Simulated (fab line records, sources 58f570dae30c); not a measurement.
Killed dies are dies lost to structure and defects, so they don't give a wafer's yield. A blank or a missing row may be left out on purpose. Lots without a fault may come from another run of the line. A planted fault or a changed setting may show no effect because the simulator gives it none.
fab line records | flow berkeley_cmos170 | part 1 of 2: steps 1 to 28 of 37
record lots=5 wafers=15 last_day=12
route steps=331 shown GATE@142 PLDD@145 NLDD@158 SPACER@171 PSD@175
lots that met no fault: from a run of the same line without faults
start_h: hours from the record's first day to the start of the lot's first wafer shown | wait_h: hours since the lot's step before | " the same as in the row above | L1.1+2: a row that stands for several wafers | - no value, or no start given | * or withheld: withheld | < > ~ a bound
route shown NAME@n: a module of which the file shows steps, and the number in the route of the first | usual: mean/standard deviation of fault-free wafers | same: alike in all rows | chamber/n: place in a boat | sites: the reading at each site | _std_site: their standard deviation | _edge_site: outer sites' mean less inner sites' | radius_mm: how far each site lies from the wafer's centre | mask NAME#n: copy n | behind: the tool/chamber that last shaped the wafer | hold: why the lot was held/for how many hours/how that ended | device: the transistor (n, p or np) that didn't switch | end of line: the same wafers' tests at the end of the route | a step without rows: its recipe alone | killed: dies lost to structure and defects at the first sort, not the wafer's yield | map: a wafer's dies, x killed, . not, _ none there
set.NAME: the setting as run; set.NAME@STEP: as run at that earlier step | model.NAME: the simulator's own value behind a step, which no gauge read
lots at some steps of the route; a table a step, a row a wafer
services: from which hour (start_h, from the record's first day; less than 0 if before it) a tool's chamber was out of use, for how many hours, and why
## steps
# step UCB170_GATE_STRIP_16
# recipe chemistry=O2 power_w=400 pressure_mtorr=3500 platen_temp_c=withheld o2_flow_sccm=400 overash_fraction=0.5
# usual chamber_pressure_mTorr=3500/3.1 drypump_motor_current_A=5.91/0.22 oes_product_au=0.724/0.0042
# columns lot.wafer tool chamber start_h wait_h chamber_pressure_mTorr drypump_motor_current_A oes_product_au rf_hours_counter_h
L075.3 plasma_asher-04 1 133.62 0.1 3498 5.65 0.722 -
L075.4 " 0 " " 3503 5.84 0.722 -
L075.5 " 1 " " 3503 5.66 0.731 -
L077.1 plasma_asher-01 0 149.01 0.0 3498 6.00 0.729 45
L077.5 " 1 " " 3503 6.28 0.729 -
L077.6 " 0 " " 3499 6.01 0.718 -
L083.1 plasma_asher-04 0 174.91 0.0 3500 5.82 0.721 49
L083.3 " 0 " " 3503 5.83 0.721 -
L083.6 " 1 " " 3499 5.65 0.716 -
L091.2 plasma_asher-02 0 213.02 0.0 3503 5.99 0.728 9
L091.5 " 1 " " 3497 5.61 0.728 -
L091.6 " 0 " " 3497 6.00 0.726 -
L096.2 plasma_asher-01 0 243.43 0.0 3502 6.00 0.726 56
L096.3 " 0 " " 3501 5.99 0.720 -
L096.5 " 1 " " 3500 6.25 0.723 -
# step UCB170_GATE_CD_MEAS_90
# recipe target_cd_nm=350
# usual cd_nm=349.9/1.7
# columns lot.wafer tool chamber start_h wait_h cd_nm
L075.3 cd_sem-02 - 133.77 0.1 347.7
L075.4 " - " " 349.2
L075.5 " - " " 347.7
L077.1 cd_sem-02 - 149.11 0.1 347.5
L077.5 " - " " 349.5
L077.6 " - " " 349.7
L083.1 cd_sem-01 - 175.01 0.1 350.2
L083.3 " - " " 350.6
L083.6 " - " " 349.4
L091.2 cd_sem-02 - 213.63 0.6 350.3
L091.5 " - " " 352.4
L091.6 " - " " 352.0
L096.2 cd_sem-01 - 243.59 0.1 349.7
L096.3 " - " " 350.0
L096.5 " - " " 350.5
# step UCB170_GATE_CLEAN_17
# recipe chemistry=SPM temp_c=120 time_s=600
# columns lot.wafer tool chamber start_h wait_h
L075.3+4+5 wet_bench-04 2 133.87 0.1
L077.1+5+6 wet_bench-04 0 149.28 0.2
L083.1+3+6 wet_bench-02 1 175.13 0.1
L091.2+5+6 wet_bench-02 0 213.80 0.2
L096.2+3+5 wet_bench-04 0 243.69 0.1
# step UCB170_PLDD_HMDS_00
# recipe prime_time_s=60 prime_temp_c=100
# columns lot.wafer tool chamber start_h wait_h
L075.3+4+5 litho_track-01 0 134.11 0.1
L077.1+5+6 litho_track-01 0 149.46 0.0
L083.1+3+6 litho_track-01 0 175.50 0.2
L091.2+5+6 litho_track-04 0 214.02 0.0
L096.2+3+5 litho_track-01 0 243.89 0.0
# step UCB170_PLDD_COAT_01
# recipe resist=KrF spin_rpm=1500 resist_thk_nm=900
# columns lot.wafer tool chamber start_h wait_h
L075.3+4+5 litho_track-01 0 134.26 0.1
L077.1+5+6 litho_track-01 0 149.61 0.1
L083.1+3+6 litho_track-01 0 175.65 0.1
L091.2+5+6 litho_track-04 0 214.17 0.1
L096.2+3+5 litho_track-01 0 244.04 0.1
# step UCB170_PLDD_SOFTBAKE_02
# recipe resist=KrF temp_c=129.1 time_s=60
# usual heater_power_total_W=56.29/0.048
# columns lot.wafer tool chamber start_h wait_h heater_power_total_W
L075.3 litho_track-01 0 134.41 0.1 56.21
L075.4 " 0 " " 56.24
L075.5 " 0 " " 56.36
L077.1 litho_track-01 0 149.76 0.1 56.31
L077.5 " 0 " " 56.31
L077.6 " 0 " " 56.29
L083.1 litho_track-01 0 175.80 0.1 56.30
L083.3 " 0 " " 56.26
L083.6 " 0 " " 56.30
L091.2 litho_track-04 0 214.32 0.1 56.28
L091.5 " 0 " " 56.24
L091.6 " 0 " " 56.30
L096.2 litho_track-01 0 244.19 0.1 56.23
L096.3 " 0 " " 56.26
L096.5 " 0 " " 56.23
# step UCB170_PLDD_EXPOSE_03
# recipe mask_id=PSELECT na=0.5 sigma_outer=0.6 source_shape=conventional target_cd_nm=1200 dose_mj=30
# usual exposure_dose_mJ_cm2=30.375/0.029 reticle_temp_C=23.00/0.098
# columns lot.wafer tool chamber start_h wait_h mask exposure_dose_mJ_cm2 reticle_temp_C
L075.3 krf_scanner-01 0 134.55 0.1 PSELECT#0 30.333 23.00
L075.4 " 0 " " PSELECT#0 30.342 23.07
L075.5 " 0 " " PSELECT#0 30.396 23.07
L077.1 krf_scanner-01 0 149.91 0.1 PSELECT#0 30.406 22.98
L077.5 " 0 " " PSELECT#0 30.413 23.03
L077.6 " 0 " " PSELECT#0 30.398 22.93
L083.1 krf_scanner-02 0 175.95 0.1 PSELECT#0 30.397 22.80
L083.3 " 0 " " PSELECT#0 30.380 22.93
L083.6 " 0 " " PSELECT#0 30.387 22.93
L091.2 krf_scanner-01 0 214.64 0.3 PSELECT#0 30.391 23.06
L091.5 " 0 " " PSELECT#0 30.394 22.93
L091.6 " 0 " " PSELECT#0 30.361 23.14
L096.2 krf_scanner-01 0 244.33 0.1 PSELECT#0 30.339 22.88
L096.3 " 0 " " PSELECT#0 30.355 22.92
L096.5 " 0 " " PSELECT#0 30.353 22.77
# step UCB170_PLDD_PEB_04
# recipe peb_temp_c=130 peb_time_s=withheld resist=KrF
# usual heater_power_total_W=56.80/0.046
# columns lot.wafer tool chamber start_h wait_h heater_power_total_W
L075.3 litho_track-04 0 135.25 0.7 56.87
L075.4 " 0 " " 56.91
L075.5 " 0 " " 56.80
L077.1 litho_track-03 0 150.35 0.4 56.79
L077.5 " 0 " " 56.82
L077.6 " 0 " " 56.80
L083.1 litho_track-04 0 176.28 0.3 56.74
L083.3 " 0 " " 56.84
L083.6 " 0 " " 56.77
L091.2 litho_track-04 0 214.76 0.1 56.81
L091.5 " 0 " " 56.85
L091.6 " 0 " " 56.77
L096.2 litho_track-04 0 244.51 0.2 56.83
L096.3 " 0 " " 56.83
L096.5 " 0 " " 56.84
# step UCB170_PLDD_DEVELOP_05
# recipe developer=TMAH develop_time_s=45 resist=KrF dev_temp_c=21
# columns lot.wafer tool chamber start_h wait_h
L075.3+4+5 litho_track-04 0 - -
L077.1+5+6 litho_track-03 0 - -
L083.1+3+6 litho_track-04 0 - -
L091.2+5+6 litho_track-04 0 - -
L096.2+3+5 litho_track-04 0 - -
# step UCB170_PLDD_CD_MEAS_06
# recipe target_cd_nm=1200
# usual cd_nm=1199.8/1.6
# columns lot.wafer tool chamber start_h wait_h cd_nm
L075.3 cd_sem-01 - 135.51 - 1202.0
L075.4 " - " " 1201.3
L075.5 " - " " 1200.7
L077.1 cd_sem-02 - 150.63 - 1198.7
L077.5 " - " " 1198.6
L077.6 " - " " 1196.8
L083.1 cd_sem-01 - 176.56 - 1196.3
L083.3 " - " " 1197.6
L083.6 " - " " 1197.4
L091.2 cd_sem-02 - 215.03 - 1200.7
L091.5 " - " " 1202.1
L091.6 " - " " 1201.0
L096.2 cd_sem-01 - 244.78 - 1198.3
L096.3 " - " " 1198.8
L096.5 " - " " 1198.6
# step UCB170_PLDD_OVL_MEAS_07
# usual PLDD_OVL=0/6.3
# columns lot.wafer tool chamber start_h wait_h PLDD_OVL[nm]
L075.3 overlay-02 - 135.61 0.1 -3
L075.4 " - " " 3
L075.5 " - " " -5
L077.1 overlay-02 - 150.75 0.1 -4
L077.5 " - " " -6
L077.6 " - " " 0
L083.1 overlay-01 - 176.68 0.1 9
L083.3 " - " " 9
L083.6 " - " " 13
L091.2 overlay-01 - 215.14 0.1 5
L091.5 " - " " 10
L091.6 " - " " 2
L096.2 overlay-02 - 244.89 0.1 3
L096.3 " - " " -8
L096.5 " - " " -6
# step UCB170_PLDD_IMPLANT_08
# recipe species=BF2 dose_cm2=5e+13 energy_kev=9.817 tilt_deg=7 rotation_deg=0
# usual beam_on_s=10.01/0.2
# columns lot.wafer tool chamber start_h wait_h beam_on_s
L075.3 implanter-02 0 135.68 0.1 10.20
L075.4 " 0 " " 10.12
L075.5 " 0 " " 10.23
L077.1 implanter-03 0 150.78 0.0 10.09
L077.5 " 0 " " 10.34
L077.6 " 0 " " 9.67
L083.1 implanter-03 0 176.71 0.0 9.90
L083.3 " 0 " " 10.24
L083.6 " 0 " " 9.89
L091.2 implanter-01 0 215.19 0.0 9.83
L091.5 " 0 " " 10.19
L091.6 " 0 " " 10.22
L096.2 implanter-03 0 244.94 0.0 9.98
L096.3 " 0 " " 10.01
L096.5 " 0 " " 9.88
# step UCB170_PLDD_IMPLANT_09
# recipe species=BF2 dose_cm2=5e+13 energy_kev=10 tilt_deg=7 rotation_deg=180
# usual beam_on_s=10.02/0.2
# columns lot.wafer tool chamber start_h wait_h beam_on_s
L075.3 implanter-02 0 135.83 0.1 9.74
L075.4 " 0 " " 10.31
L075.5 " 0 " " 9.90
L077.1 implanter-03 0 150.93 0.1 9.77
L077.5 " 0 " " 9.95
L077.6 " 0 " " 10.07
L083.1 implanter-03 0 176.86 0.1 10.06
L083.3 " 0 " " 9.80
L083.6 " 0 " " 10.32
L091.2 implanter-01 0 215.34 0.1 9.95
L091.5 " 0 " " 9.80
L091.6 " 0 " " 10.02
L096.2 implanter-03 0 245.09 0.1 10.01
L096.3 " 0 " " 10.49
L096.5 " 0 " " 10.20
# step UCB170_PLDD_STRIP_10
# recipe chemistry=O2 power_w=400 pressure_mtorr=3500 platen_temp_c=withheld o2_flow_sccm=400 overash_fraction=0.5
# usual chamber_pressure_mTorr=3500/3.2 drypump_motor_current_A=5.77/0.19 oes_product_au=0.734/0.0044 strip_time_to_endpoint_s=21.65/0.069
# columns lot.wafer tool chamber start_h wait_h chamber_pressure_mTorr drypump_motor_current_A oes_product_au rf_hours_counter_h strip_time_to_endpoint_s
L075.3 plasma_asher-04 1 135.96 0.1 3499 5.67 0.728 - 21.59
L075.4 " 0 " " 3500 5.83 0.731 - 21.67
L075.5 " 0 " " 3504 5.83 0.732 - 21.69
L077.1 plasma_asher-04 1 151.08 0.1 3498 5.64 0.735 46 21.63
L077.5 " 1 " " 3502 5.67 0.733 - 21.65
L077.6 " 0 " " 3503 5.85 0.723 - 21.67
L083.1 plasma_asher-04 0 177.01 0.1 3504 5.82 0.736 49 21.76
L083.3 " 0 " " 3503 5.82 0.734 - 21.68
L083.6 " 0 " " 3501 5.86 0.737 - 21.72
L091.2 plasma_asher-02 0 215.47 0.1 3503 5.97 0.735 9 21.72
L091.5 " 1 " " 3493 5.64 0.726 - 21.68
L091.6 " 0 " " 3500 5.98 0.729 - 21.70
L096.2 plasma_asher-03 1 245.22 0.1 3499 6.05 0.735 44 21.72
L096.3 " 1 " " 3499 6.00 0.737 - 21.67
L096.5 " 1 " " 3503 6.01 0.732 - 21.72
# step UCB170_PLDD_TW_MEAS_11
# usual PLDD_TW=1013/11
# columns lot.wafer tool chamber start_h wait_h PLDD_TW
L075.3 film_metro-02 - 136.05 0.1 998
L075.4 " - " " 1000
L075.5 " - " " 997
L077.1 film_metro-01 - 151.18 0.1 1018
L077.5 " - " " 1018
L077.6 " - " " 1017
L083.1 film_metro-02 - 177.11 0.1 996
L083.3 " - " " 993
L083.6 " - " " 995
L091.2 film_metro-04 - 215.58 0.1 1023
L091.5 " - " " 1023
L091.6 " - " " 1020
L096.2 film_metro-04 - 245.33 0.1 1020
L096.3 " - " " 1016
L096.5 " - " " 1020
# step UCB170_PLDD_CLEAN_12
# recipe chemistry=SPM temp_c=120 time_s=600
# columns lot.wafer tool chamber start_h wait_h
L075.3+4+5 wet_bench-04 3 136.09 0.0
L077.1+5+6 wet_bench-01 2 151.24 0.1
L083.1+3+6 wet_bench-04 2 177.57 0.4
L091.2+5+6 wet_bench-04 2 215.63 0.0
L096.2+3+5 wet_bench-04 1 245.38 0.0
# step UCB170_NLDD_HMDS_00
# recipe prime_time_s=60 prime_temp_c=100
# columns lot.wafer tool chamber start_h wait_h
L075.3+4+5 litho_track-01 0 136.32 0.1
L077.1+5+6 litho_track-01 0 151.59 0.2
L083.1+3+6 litho_track-03 0 177.75 0.0
L091.2+5+6 litho_track-01 0 216.00 0.2
L096.2+3+5 litho_track-03 0 245.59 0.0
# step UCB170_NLDD_COAT_01
# recipe resist=KrF spin_rpm=1500 resist_thk_nm=900
# columns lot.wafer tool chamber start_h wait_h
L075.3+4+5 litho_track-01 0 136.47 0.1
L077.1+5+6 litho_track-01 0 151.74 0.1
L083.1+3+6 litho_track-03 0 177.90 0.1
L091.2+5+6 litho_track-01 0 216.15 0.1
L096.2+3+5 litho_track-03 0 245.74 0.1
# step UCB170_NLDD_SOFTBAKE_02
# recipe resist=KrF temp_c=130 time_s=60
# usual heater_power_total_W=56.80/0.044
# columns lot.wafer tool chamber start_h wait_h heater_power_total_W
L075.3 litho_track-01 0 136.62 0.1 56.82
L075.4 " 0 " " 56.78
L075.5 " 0 " " 56.86
L077.1 litho_track-01 0 151.89 0.1 56.75
L077.5 " 0 " " 56.89
L077.6 " 0 " " 56.84
L083.1 litho_track-03 0 178.05 0.1 56.75
L083.3 " 0 " " 56.84
L083.6 " 0 " " 56.79
L091.2 litho_track-01 0 216.30 0.1 56.80
L091.5 " 0 " " 56.82
L091.6 " 0 " " 56.83
L096.2 litho_track-03 0 245.89 0.1 56.74
L096.3 " 0 " " 56.78
L096.5 " 0 " " 56.82
# step UCB170_NLDD_EXPOSE_03
# recipe mask_id=NSELECT na=0.5 sigma_outer=0.6 source_shape=conventional target_cd_nm=1200 dose_mj=30
# usual exposure_dose_mJ_cm2=30.00/0.032 reticle_temp_C=23.02/0.099
# columns lot.wafer tool chamber start_h wait_h mask exposure_dose_mJ_cm2 reticle_temp_C
L075.3 krf_scanner-01 0 136.88 0.2 NSELECT#0 29.97 23.06
L075.4 " 0 " " NSELECT#0 29.91 23.10
L075.5 " 0 " " NSELECT#0 29.98 22.98
L077.1 krf_scanner-02 0 152.04 0.1 NSELECT#0 29.99 22.99
L077.5 " 0 " " NSELECT#0 29.99 22.99
L077.6 " 0 " " NSELECT#0 30.03 23.00
L083.1 krf_scanner-02 0 178.32 0.2 NSELECT#0 30.00 23.18
L083.3 " 0 " " NSELECT#0 30.05 23.06
L083.6 " 0 " " NSELECT#0 30.04 23.03
L091.2 krf_scanner-01 0 216.57 0.2 NSELECT#0 29.96 23.25
L091.5 " 0 " " NSELECT#0 29.98 23.04
L091.6 " 0 " " NSELECT#0 29.97 22.95
L096.2 krf_scanner-02 0 246.04 0.1 NSELECT#0 30.01 22.99
L096.3 " 0 " " NSELECT#0 30.02 22.90
L096.5 " 0 " " NSELECT#0 30.05 23.04
# step UCB170_NLDD_PEB_04
# recipe peb_temp_c=130 peb_time_s=withheld resist=KrF
# usual heater_power_total_W=56.80/0.043
# columns lot.wafer tool chamber start_h wait_h heater_power_total_W
L075.3 litho_track-02 0 137.04 0.1 56.77
L075.4 " 0 " " 56.76
L075.5 " 0 " " 56.82
L077.1 litho_track-02 0 152.21 0.1 56.76
L077.5 " 0 " " 56.82
L077.6 " 0 " " 56.78
L083.1 litho_track-01 0 178.56 0.2 56.78
L083.3 " 0 " " 56.76
L083.6 " 0 " " 56.81
L091.2 litho_track-01 0 216.73 0.1 56.85
L091.5 " 0 " " 56.80
L091.6 " 0 " " 56.82
L096.2 litho_track-03 0 246.32 0.3 56.86
L096.3 " 0 " " 56.84
L096.5 " 0 " " 56.82
# step UCB170_NLDD_DEVELOP_05
# recipe developer=TMAH develop_time_s=45 resist=KrF dev_temp_c=21
# columns lot.wafer tool chamber start_h wait_h
L075.3+4+5 litho_track-02 0 - -
L077.1+5+6 litho_track-02 0 - -
L083.1+3+6 litho_track-01 0 - -
L091.2+5+6 litho_track-01 0 - -
L096.2+3+5 litho_track-03 0 - -
# step UCB170_NLDD_CD_MEAS_06
# recipe target_cd_nm=1200
# usual cd_nm=1200.1/1.5
# columns lot.wafer tool chamber start_h wait_h cd_nm
L075.3 cd_sem-02 - 137.31 - 1199.9
L075.4 " - " " 1199.8
L075.5 " - " " 1199.2
L077.1 cd_sem-01 - 152.48 - 1200.7
L077.5 " - " " 1201.0
L077.6 " - " " 1200.2
L083.1 cd_sem-02 - 178.83 - 1198.7
L083.3 " - " " 1200.1
L083.6 " - " " 1199.7
L091.2 cd_sem-01 - 217.00 - 1196.8
L091.5 " - " " 1197.4
L091.6 " - " " 1197.0
L096.2 cd_sem-02 - 246.59 - 1199.5
L096.3 " - " " 1198.3
L096.5 " - " " 1198.1
# step UCB170_NLDD_OVL_MEAS_07
# usual NLDD_OVL=3/5.7
# columns lot.wafer tool chamber start_h wait_h NLDD_OVL[nm]
L075.3 overlay-01 - 137.40 0.1 4
L075.4 " - " " -1
L075.5 " - " " 1
L077.1 overlay-02 - 152.60 0.1 5
L077.5 " - " " 4
L077.6 " - " " 1
L083.1 overlay-02 - 178.95 0.1 1
L083.3 " - " " 2
L083.6 " - " " -3
L091.2 overlay-02 - 217.10 0.1 1
L091.5 " - " " -7
L091.6 " - " " -1
L096.2 overlay-02 - 246.69 0.1 3
L096.3 " - " " 1
L096.5 " - " " 0
# step UCB170_NLDD_IMPLANT_08
# recipe species=As dose_cm2=5e+13 energy_kev=30 tilt_deg=7 rotation_deg=0
# usual beam_on_s=9.98/0.19
# columns lot.wafer tool chamber start_h wait_h beam_on_s
L075.3 implanter-04 0 137.47 0.1 10.16
L075.4 " 0 " " 10.07
L075.5 " 0 " " 9.90
L077.1 implanter-02 0 152.64 0.0 9.91
L077.5 " 0 " " 9.98
L077.6 " 0 " " 10.16
L083.1 implanter-02 0 178.99 0.0 9.79
L083.3 " 0 " " 9.98
L083.6 " 0 " " 9.88
L091.2 implanter-04 0 217.16 0.0 10.25
L091.5 " 0 " " 9.92
L091.6 " 0 " " 9.98
L096.2 implanter-02 0 246.75 0.0 10.24
L096.3 " 0 " " 9.94
L096.5 " 0 " " 10.37
# step UCB170_NLDD_IMPLANT_09
# recipe species=As dose_cm2=5e+13 energy_kev=30 tilt_deg=7 rotation_deg=180
# usual beam_on_s=10.01/0.2
# columns lot.wafer tool chamber start_h wait_h beam_on_s
L075.3 implanter-04 0 137.62 0.1 9.74
L075.4 " 0 " " 9.94
L075.5 " 0 " " 9.88
L077.1 implanter-02 0 152.79 0.1 9.96
L077.5 " 0 " " 9.81
L077.6 " 0 " " 9.60
L083.1 implanter-02 0 179.14 0.1 10.42
L083.3 " 0 " " 9.89
L083.6 " 0 " " 10.39
L091.2 implanter-04 0 217.31 0.1 9.98
L091.5 " 0 " " 9.78
L091.6 " 0 " " 9.86
L096.2 implanter-02 0 246.90 0.1 9.95
L096.3 " 0 " " 10.07
L096.5 " 0 " " 9.81
# step UCB170_NLDD_STRIP_10
# recipe chemistry=O2 power_w=400 pressure_mtorr=3500 platen_temp_c=withheld o2_flow_sccm=400 overash_fraction=0.5
# usual chamber_pressure_mTorr=3500/3.1 drypump_motor_current_A=5.88/0.24 oes_product_au=0.734/0.0045 strip_time_to_endpoint_s=21.59/0.064
# columns lot.wafer tool chamber start_h wait_h chamber_pressure_mTorr drypump_motor_current_A oes_product_au rf_hours_counter_h strip_time_to_endpoint_s
L075.3 plasma_asher-03 0 137.75 0.1 3500 5.47 0.725 - 21.63
L075.4 " 1 " " 3497 6.10 0.726 - 21.62
L075.5 " 0 " " 3503 5.48 0.740 - 21.65
L077.1 plasma_asher-01 1 152.94 0.1 3497 6.24 0.729 46 21.57
L077.5 " 1 " " 3493 6.24 0.735 - 21.50
L077.6 " 0 " " 3501 6.00 0.735 - 21.64
L083.1 plasma_asher-01 1 179.29 0.1 3503 6.24 0.736 49 21.61
L083.3 " 1 " " 3504 6.23 0.726 - 21.59
L083.6 " 1 " " 3502 6.24 0.736 - 21.60
L091.2 plasma_asher-04 0 217.43 0.1 3494 5.85 0.735 54 21.61
L091.5 " 0 " " 3502 5.84 0.729 - 21.59
L091.6 " 1 " " 3500 5.66 0.731 - 21.66
L096.2 plasma_asher-04 0 247.02 0.1 3503 5.83 0.733 57 21.58
L096.3 " 0 " " 3497 5.83 0.729 - 21.53
L096.5 " 0 " " 3501 5.83 0.738 - 21.50
# step UCB170_NLDD_TW_MEAS_11
# usual NLDD_TW=2227/25
# columns lot.wafer tool chamber start_h wait_h NLDD_TW
L075.3 film_metro-01 - 137.84 0.1 2235
L075.4 " - " " 2230
L075.5 " - " " 2240
L077.1 film_metro-04 - 153.04 0.1 2247
L077.5 " - " " 2263
L077.6 " - " " 2260
L083.1 film_metro-04 - 179.39 0.1 2239
L083.3 " - " " 2233
L083.6 " - " " 2243
L091.2 film_metro-01 - 217.54 0.1 2243
L091.5 " - " " 2234
L091.6 " - " " 2241
L096.2 film_metro-01 - 247.13 0.1 2241
L096.3 " - " " 2240
L096.5 " - " " 2242
